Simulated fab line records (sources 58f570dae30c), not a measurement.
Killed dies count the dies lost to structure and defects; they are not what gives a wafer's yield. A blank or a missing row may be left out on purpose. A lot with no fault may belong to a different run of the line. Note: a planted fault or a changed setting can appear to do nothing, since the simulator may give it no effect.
Which tool was responsible? :: flow berkeleyCmos170 :: 45 wafers from 15 lots sampled at 7 of the route's 331 steps

## WHAT THE GAUGES SHOWED, per wafer
UCB170_M1_RS_MEAS_01: the measuring method here is four-point-probe.
lot: L348
measured: day 8 07:48
on: filmMetro-01
M1_AL_RS (ohm/sq): 0.0487 0.0491 0.0488

lot: L351
measured: day 8 16:07
on: filmMetro-02
M1_AL_RS (ohm/sq): 0.0478 0.0487 0.0486

lot: L350
measured: day 8 16:58
on: filmMetro-03
M1_AL_RS (ohm/sq): 0.0480 0.0482 0.0488

lot: L353
measured: day 9 11:15
on: filmMetro-02
M1_AL_RS (ohm/sq): 0.0491 0.0494 0.0496

lot: L355
measured: day 9 11:34
on: filmMetro-02
M1_AL_RS (ohm/sq): 0.0491 0.0490 0.0486

lot: L359
measured: day 9 22:09
on: filmMetro-02
M1_AL_RS (ohm/sq): 0.0483 0.0487 0.0486

lot: L357
measured: day 9 22:20
on: filmMetro-03
M1_AL_RS (ohm/sq): 0.0492 0.0492 0.0491

lot: L360
measured: day 10 12:10
on: filmMetro-01
M1_AL_RS (ohm/sq): 0.0482 0.0486 0.0488

lot: L361
measured: day 11 08:23
on: filmMetro-03
M1_AL_RS (ohm/sq): 0.0480 0.0479 0.0477

lot: L363
measured: day 11 07:34
on: filmMetro-03
M1_AL_RS (ohm/sq): 0.0495 0.0494 0.0485

lot: L364
measured: day 11 07:55
on: filmMetro-02
M1_AL_RS (ohm/sq): 0.0489 0.0488 0.0481

lot: L362
measured: day 11 09:29
on: filmMetro-02
M1_AL_RS (ohm/sq): 0.0588 0.0597 0.0598

lot: L366
measured: day 11 21:54
on: filmMetro-01
M1_AL_RS (ohm/sq): 0.0487 0.0486 0.0492

lot: L367
measured: day 11 22:37
on: filmMetro-01
M1_AL_RS (ohm/sq): 0.0604 0.0599 0.0600

lot: L369
measured: day 12 15:11
on: filmMetro-03
M1_AL_RS (ohm/sq): 0.0595 0.0610 0.0606

UCB170_M1_THK_MEAS_02: measures by xrf.
lot: L348
measured: day 8 07:55
on: filmMetro-01
M1_AL_THK (nm): 606 601 604

lot: L351
measured: day 8 16:14
on: filmMetro-02
M1_AL_THK (nm): 614 599 607

lot: L350
measured: day 8 17:05
on: filmMetro-03
M1_AL_THK (nm): 608 607 598

lot: L353
measured: day 9 11:22
on: filmMetro-02
M1_AL_THK (nm): 599 595 592

lot: L355
measured: day 9 11:41
on: filmMetro-02
M1_AL_THK (nm): 599 596 607

lot: L359
measured: day 9 22:16
on: filmMetro-02
M1_AL_THK (nm): 609 603 601

lot: L357
measured: day 9 22:26
on: filmMetro-03
M1_AL_THK (nm): 594 595 594

lot: L360
measured: day 10 12:16
on: filmMetro-01
M1_AL_THK (nm): 615 609 609

lot: L361
measured: day 11 08:30
on: filmMetro-03
M1_AL_THK (nm): 605 609 609

lot: L363
measured: day 11 07:40
on: filmMetro-03
M1_AL_THK (nm): 593 591 602

lot: L364
measured: day 11 08:02
on: filmMetro-02
M1_AL_THK (nm): 598 600 607

lot: L362
measured: day 11 09:36
on: filmMetro-02
M1_AL_THK (nm): 518 512 511

lot: L366
measured: day 11 22:00
on: filmMetro-01
M1_AL_THK (nm): 610 608 598

lot: L367
measured: day 11 22:43
on: filmMetro-01
M1_AL_THK (nm): 510 518 513

lot: L369
measured: day 12 15:19
on: filmMetro-03
M1_AL_THK (nm): 513 503 509

UCB170_V1_THK_MEAS_04.
lot: L348
measured: day 8 12:01
on: filmMetro-03
V1_POLISHED_THK (nm): 1000.8 1000.9 1000.9

lot: L351
measured: day 8 19:50
on: filmMetro-02
V1_POLISHED_THK (nm): 1002.0 1001.1 1001.1

lot: L350
measured: day 8 21:09
on: filmMetro-03
V1_POLISHED_THK (nm): 1000.8 1002.0 1002.3

lot: L353
measured: day 9 16:34
on: filmMetro-03
V1_POLISHED_THK (nm): 998.0 997.6 998.7

lot: L355
measured: day 9 16:33
on: filmMetro-02
V1_POLISHED_THK (nm): 1000.9 1001.9 1001.0

lot: L359
measured: day 10 02:39
on: filmMetro-02
V1_POLISHED_THK (nm): 1000.7 1001.3 1001.0

lot: L357
measured: day 10 03:59
on: filmMetro-03
V1_POLISHED_THK (nm): 999.3 999.3 1000.7

lot: L360
measured: day 10 16:12
on: filmMetro-03
V1_POLISHED_THK (nm): 1000.8 1000.8 1000.0

lot: L361
measured: day 11 12:32
on: filmMetro-02
V1_POLISHED_THK (nm): 1000.5 1001.8 999.6

lot: L363
measured: day 11 11:12
on: filmMetro-03
V1_POLISHED_THK (nm): 1000.2 1001.5 1000.2

lot: L364
measured: day 11 12:32
on: filmMetro-03
V1_POLISHED_THK (nm): 999.5 1000.2 1001.0

lot: L362
measured: day 11 13:52
on: filmMetro-04
V1_POLISHED_THK (nm): 999.3 999.3 998.7

lot: L366
measured: day 12 02:42
on: filmMetro-02
V1_POLISHED_THK (nm): 998.3 999.4 997.8

lot: L367
measured: day 12 04:01
on: filmMetro-04
V1_POLISHED_THK (nm): 999.3 998.8 999.9

lot: L369
measured: day 12 19:37
on: filmMetro-04
V1_POLISHED_THK (nm): 1000.3 999.9 999.8

## EACH LOT AND THE TOOL THAT RAN IT (in order: tool; ch and the chambers of the sampled wafers; start)
lot: L348
UCB170_SDANNEAL_RTA_00: rtpAnneal-02 ch 0, day 8 02:11
UCB170_CONTACT_RTA_08: rtpAnneal-02 ch 0, day 8 05:55
UCB170_M1_SPUTTER_00: pvdSputter-01, day 8 07:44
UCB170_M1_METAL_ETCH_12: rieMetal-01 ch 0,1, day 8 09:41

lot: L351
UCB170_SDANNEAL_RTA_00: rtpAnneal-02 ch 0, day 8 08:38
UCB170_CONTACT_RTA_08: rtpAnneal-02 ch 0, day 8 13:53
UCB170_M1_SPUTTER_00: pvdSputter-04, day 8 16:04
UCB170_M1_METAL_ETCH_12: rieMetal-02 ch 0,1, day 8 17:30

lot: L350
UCB170_SDANNEAL_RTA_00: rtpAnneal-02 ch 0, day 8 09:09
UCB170_CONTACT_RTA_08: rtpAnneal-02 ch 0, day 8 14:25
UCB170_M1_SPUTTER_00: pvdSputter-02, day 8 16:54
UCB170_M1_METAL_ETCH_12: rieMetal-04 ch 0,1, day 8 18:28

lot: L353
UCB170_SDANNEAL_RTA_00: rtpAnneal-02 ch 0, day 9 05:16
UCB170_CONTACT_RTA_08: rtpAnneal-02 ch 0, day 9 09:23
UCB170_M1_SPUTTER_00: pvdSputter-01, day 9 11:10
UCB170_M1_METAL_ETCH_12: rieMetal-01 ch 0,1, day 9 13:27

lot: L355
UCB170_SDANNEAL_RTA_00: rtpAnneal-01 ch 0, day 9 05:29
UCB170_CONTACT_RTA_08: rtpAnneal-01 ch 0, day 9 09:23
UCB170_M1_SPUTTER_00: pvdSputter-01, day 9 11:30
UCB170_M1_METAL_ETCH_12: rieMetal-02 ch 0,1, day 9 13:43

lot: L359
UCB170_SDANNEAL_RTA_00: rtpAnneal-02 ch 0, day 9 14:44
UCB170_CONTACT_RTA_08: rtpAnneal-02 ch 0, day 9 20:07
UCB170_M1_SPUTTER_00: pvdSputter-02, day 9 22:04
UCB170_M1_METAL_ETCH_12: rieMetal-02 ch 0,1, day 10 00:16

lot: L357
UCB170_SDANNEAL_RTA_00: rtpAnneal-01 ch 0, day 9 14:54
UCB170_CONTACT_RTA_08: rtpAnneal-01 ch 0, day 9 20:17
UCB170_M1_SPUTTER_00: pvdSputter-01, day 9 22:15
UCB170_M1_METAL_ETCH_12: rieMetal-01 ch 1, day 10 00:22

lot: L360
UCB170_SDANNEAL_RTA_00: rtpAnneal-02 ch 0, day 10 05:20
UCB170_CONTACT_RTA_08: rtpAnneal-02 ch 0, day 10 09:47
UCB170_M1_SPUTTER_00: pvdSputter-04, day 10 12:04
UCB170_M1_METAL_ETCH_12: rieMetal-02 ch 0,1, day 10 13:54

lot: L361
UCB170_SDANNEAL_RTA_00: rtpAnneal-01 ch 0, day 11 01:50
UCB170_CONTACT_RTA_08: rtpAnneal-01 ch 0, day 11 06:29
UCB170_M1_SPUTTER_00: pvdSputter-02, day 11 08:19
UCB170_M1_METAL_ETCH_12: rieMetal-02 ch 0,1, day 11 09:43

lot: L363
UCB170_SDANNEAL_RTA_00: rtpAnneal-02 ch 0, day 11 01:55
UCB170_CONTACT_RTA_08: rtpAnneal-01 ch 0, day 11 05:50
UCB170_M1_SPUTTER_00: pvdSputter-04, day 11 07:27
UCB170_M1_METAL_ETCH_12: rieMetal-01 ch 0,1, day 11 08:54

lot: L364
UCB170_SDANNEAL_RTA_00: rtpAnneal-01 ch 0, day 11 02:02
UCB170_CONTACT_RTA_08: rtpAnneal-02 ch 0, day 11 06:05
UCB170_M1_SPUTTER_00: pvdSputter-01, day 11 07:50
UCB170_M1_METAL_ETCH_12: rieMetal-04 ch 1, day 11 09:07

lot: L362
UCB170_SDANNEAL_RTA_00: rtpAnneal-02 ch 0, day 11 02:18
UCB170_CONTACT_RTA_08: rtpAnneal-02 ch 0, day 11 07:40
UCB170_M1_SPUTTER_00: pvdSputter-04, day 11 09:25
UCB170_M1_METAL_ETCH_12: rieMetal-01 ch 0,1, day 11 10:41

lot: L366
UCB170_SDANNEAL_RTA_00: rtpAnneal-01 ch 0, day 11 15:25
UCB170_CONTACT_RTA_08: rtpAnneal-01 ch 0, day 11 19:34
UCB170_M1_SPUTTER_00: pvdSputter-01, day 11 21:48
UCB170_M1_METAL_ETCH_12: rieMetal-04 ch 0,1, day 12 00:24

lot: L367
UCB170_SDANNEAL_RTA_00: rtpAnneal-01 ch 0, day 11 15:58
UCB170_CONTACT_RTA_08: rtpAnneal-01 ch 0, day 11 20:01
UCB170_M1_SPUTTER_00: pvdSputter-04, day 11 22:31
UCB170_M1_METAL_ETCH_12: rieMetal-01 ch 0,1, day 12 00:45

lot: L369
UCB170_SDANNEAL_RTA_00: rtpAnneal-01 ch 0, day 12 08:17
UCB170_CONTACT_RTA_08: rtpAnneal-02 ch 0, day 12 12:58
UCB170_M1_SPUTTER_00: pvdSputter-04, day 12 15:08
UCB170_M1_METAL_ETCH_12: rieMetal-01 ch 0,1, day 12 16:32
- UCB170_SDANNEAL_RTA_00: time 10 s.
- UCB170_CONTACT_RTA_08: time 10 s.
- UCB170_M1_SPUTTER_00: material Al, target thk 600 nm, time 80 s.
- UCB170_M1_METAL_ETCH_12: etches Al in Cl2/BCl3, stops on PSG, target depth 780 nm, time 130 s.

## AS READ BY THE TOOLS THEMSELVES (means over the sampled wafers that have a number; for cases with no such wafer, the mark the record gives instead)
UCB170_SDANNEAL_RTA_00.
lot: L348
tool: rtpAnneal-02
lampPowerPct (%): 25.5
wafer_temp_C_max: 905.0

lot: L351
tool: rtpAnneal-02
lampPowerPct (%): 25.4
wafer_temp_C_max: 906.5

lot: L350
tool: rtpAnneal-02
lampPowerPct (%): 25.5
wafer_temp_C_max: 906.5

lot: L353
tool: rtpAnneal-02
lampPowerPct (%): 25.5
wafer_temp_C_max: 906.1

lot: L355
tool: rtpAnneal-01
lampPowerPct (%): 26.3
wafer_temp_C_max: 903.1

lot: L359
tool: rtpAnneal-02
lampPowerPct (%): 25.5
wafer_temp_C_max: 906.3

lot: L357
tool: rtpAnneal-01
lampPowerPct (%): 26.3
wafer_temp_C_max: 903.0

lot: L360
tool: rtpAnneal-02
lampPowerPct (%): 25.5
wafer_temp_C_max: 906.2

lot: L361
tool: rtpAnneal-01
lampPowerPct (%): 26.3
wafer_temp_C_max: 903.2

lot: L363
tool: rtpAnneal-02
lampPowerPct (%): 25.5
wafer_temp_C_max: 906.5

lot: L364
tool: rtpAnneal-01
lampPowerPct (%): 26.3
wafer_temp_C_max: 903.3

lot: L362
tool: rtpAnneal-02
lampPowerPct (%): 25.5
wafer_temp_C_max: 906.0

lot: L366
tool: rtpAnneal-01
lampPowerPct (%): 26.4
wafer_temp_C_max: 903.7

lot: L367
tool: rtpAnneal-01
lampPowerPct (%): 26.3
wafer_temp_C_max: 902.9

lot: L369
tool: rtpAnneal-01
lampPowerPct (%): 26.3
wafer_temp_C_max: 903.1

UCB170_CONTACT_RTA_08.
lot: L348
tool: rtpAnneal-02
lampPowerPct (%): 25.5
wafer_temp_C_max: 905.8

lot: L351
tool: rtpAnneal-02
lampPowerPct (%): 25.5
wafer_temp_C_max: 905.5

lot: L350
tool: rtpAnneal-02
lampPowerPct (%): 25.5
wafer_temp_C_max: 905.8

lot: L353
tool: rtpAnneal-02
lampPowerPct (%): 25.5
wafer_temp_C_max: 905.7

lot: L355
tool: rtpAnneal-01
lampPowerPct (%): 26.3
wafer_temp_C_max: 902.3

lot: L359
tool: rtpAnneal-02
lampPowerPct (%): 25.5
wafer_temp_C_max: 905.1

lot: L357
tool: rtpAnneal-01
lampPowerPct (%): 26.3
wafer_temp_C_max: 903.0

lot: L360
tool: rtpAnneal-02
lampPowerPct (%): 25.5
wafer_temp_C_max: 906.6

lot: L361
tool: rtpAnneal-01
lampPowerPct (%): 26.3
wafer_temp_C_max: 902.6

lot: L363
tool: rtpAnneal-01
lampPowerPct (%): 26.3
wafer_temp_C_max: 902.6

lot: L364
tool: rtpAnneal-02
lampPowerPct (%): 25.5
wafer_temp_C_max: 905.6

lot: L362
tool: rtpAnneal-02
lampPowerPct (%): 25.5
wafer_temp_C_max: 906.9

lot: L366
tool: rtpAnneal-01
lampPowerPct (%): 26.3
wafer_temp_C_max: 903.2

lot: L367
tool: rtpAnneal-01
lampPowerPct (%): 26.3
wafer_temp_C_max: 903.2

lot: L369
tool: rtpAnneal-02
lampPowerPct (%): 25.5
wafer_temp_C_max: 905.8

UCB170_M1_SPUTTER_00.
lot: L348
tool: pvdSputter-01
throttleValvePct (%): 29.3

lot: L351
tool: pvdSputter-04
throttleValvePct (%): 31.2

lot: L350
tool: pvdSputter-02
throttleValvePct (%): 29.9

lot: L353
tool: pvdSputter-01
throttleValvePct (%): 29.3

lot: L355
tool: pvdSputter-01
throttleValvePct (%): 29.3

lot: L359
tool: pvdSputter-02
throttleValvePct (%): 30.4

lot: L357
tool: pvdSputter-01
throttleValvePct (%): 30.1

lot: L360
tool: pvdSputter-04
throttleValvePct (%): 31.4

lot: L361
tool: pvdSputter-02
throttleValvePct (%): 30.1

lot: L363
tool: pvdSputter-04
throttleValvePct (%): 30.8

lot: L364
tool: pvdSputter-01
throttleValvePct (%): 29.4

lot: L362
tool: pvdSputter-04
throttleValvePct (%): 30.9

lot: L366
tool: pvdSputter-01
throttleValvePct (%): 30.0

lot: L367
tool: pvdSputter-04
throttleValvePct (%): 31.2

lot: L369
tool: pvdSputter-04
throttleValvePct (%): 30.7

UCB170_M1_METAL_ETCH_12.
lot: L348
tool: rieMetal-01
drypumpMotorCurrentA (A): 5.2
oesProductAu (a.u.): 0.855
throttleValvePct (%): 24.22

lot: L351
tool: rieMetal-02
drypumpMotorCurrentA (A): 6.1
oesProductAu (a.u.): 0.842
throttleValvePct (%): 24.39

lot: L350
tool: rieMetal-04
drypumpMotorCurrentA (A): 6.0
oesProductAu (a.u.): 0.859
throttleValvePct (%): 24.41

lot: L353
tool: rieMetal-01
drypumpMotorCurrentA (A): 5.1
oesProductAu (a.u.): 0.842
throttleValvePct (%): 24.33

lot: L355
tool: rieMetal-02
drypumpMotorCurrentA (A): 5.7
oesProductAu (a.u.): 0.848
throttleValvePct (%): 24.49

lot: L359
tool: rieMetal-02
drypumpMotorCurrentA (A): 6.1
oesProductAu (a.u.): 0.847
throttleValvePct (%): 24.39

lot: L357
tool: rieMetal-01
drypumpMotorCurrentA (A): 5.2
oesProductAu (a.u.): 0.843
throttleValvePct (%): 24.45

lot: L360
tool: rieMetal-02
drypumpMotorCurrentA (A): 6.0
oesProductAu (a.u.): 0.841
throttleValvePct (%): 24.39

lot: L361
tool: rieMetal-02
drypumpMotorCurrentA (A): 5.7
oesProductAu (a.u.): 0.854
throttleValvePct (%): 24.49

lot: L363
tool: rieMetal-01
drypumpMotorCurrentA (A): 5.2
oesProductAu (a.u.): 0.842
throttleValvePct (%): 24.32

lot: L364
tool: rieMetal-04
drypumpMotorCurrentA (A): 6.0
oesProductAu (a.u.): 0.851
throttleValvePct (%): 24.34

lot: L362
tool: rieMetal-01
drypumpMotorCurrentA (A): 5.2
oesProductAu (a.u.): 0.779
throttleValvePct (%): 24.35

lot: L366
tool: rieMetal-04
drypumpMotorCurrentA (A): 6.1
oesProductAu (a.u.): 0.854
throttleValvePct (%): 24.51

lot: L367
tool: rieMetal-01
drypumpMotorCurrentA (A): 5.2
oesProductAu (a.u.): 0.777
throttleValvePct (%): 24.35

lot: L369
tool: rieMetal-01
drypumpMotorCurrentA (A): 5.1
oesProductAu (a.u.): 0.763
throttleValvePct (%): 24.24

## THE ANSWER, worked out from the rows above alone
Rule: what is usual is taken from the lots themselves. Put in order of their means at a reading, lots are off if they are a third of the lots or fewer, leave a main group of 4 or more, and stand apart from it by a gap of 3 or more times the standard deviation of the main group's means; of several such gaps the widest counts. The tables above print the reading to a certain number of digits; a main group whose means all agree to those digits is not used. A lot without any number at a reading at which 4 lots or more have one is off too. The other lots that the step has rows for count as sound. The gauges are gone through in route order, then the tools' own readings, and for those a lot's mean is taken as printed above. At the first step where some lot is off, the reading lying furthest off is the one used; lots without a number count as furthest.
Off: L362, L367, L369, at UCB170_M1_RS_MEAS_01 (M1_AL_RS). Mean 0.0487 ohm/sq and standard deviation 0.0004 in the main group.
A tool fits if, at a process step before that reading, it ran every lot that is off, and no sound lot after the first of them. The gauges at UCB170_M1_RS_MEAS_01 aren't tried: what is off there is off at UCB170_M1_METAL_ETCH_12 too, on other tools, and a gauge's error can't cause that. One fits: UCB170_M1_SPUTTER_00 on pvdSputter-04. A fault onset in the window from L363 (day 11 07:27, its last sound lot) to L362 (day 11 09:25, its first lot off) fits.

## WHAT HAD BEEN PUT IN BY THE SIMULATOR
Site profile drift: pvdSputter-04, from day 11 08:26 on, at UCB170_M1_SPUTTER_00. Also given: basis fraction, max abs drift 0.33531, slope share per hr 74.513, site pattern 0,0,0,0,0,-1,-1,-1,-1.
Shown lots that were struck: L362, L367, L369. The rule given above showed the same thing.
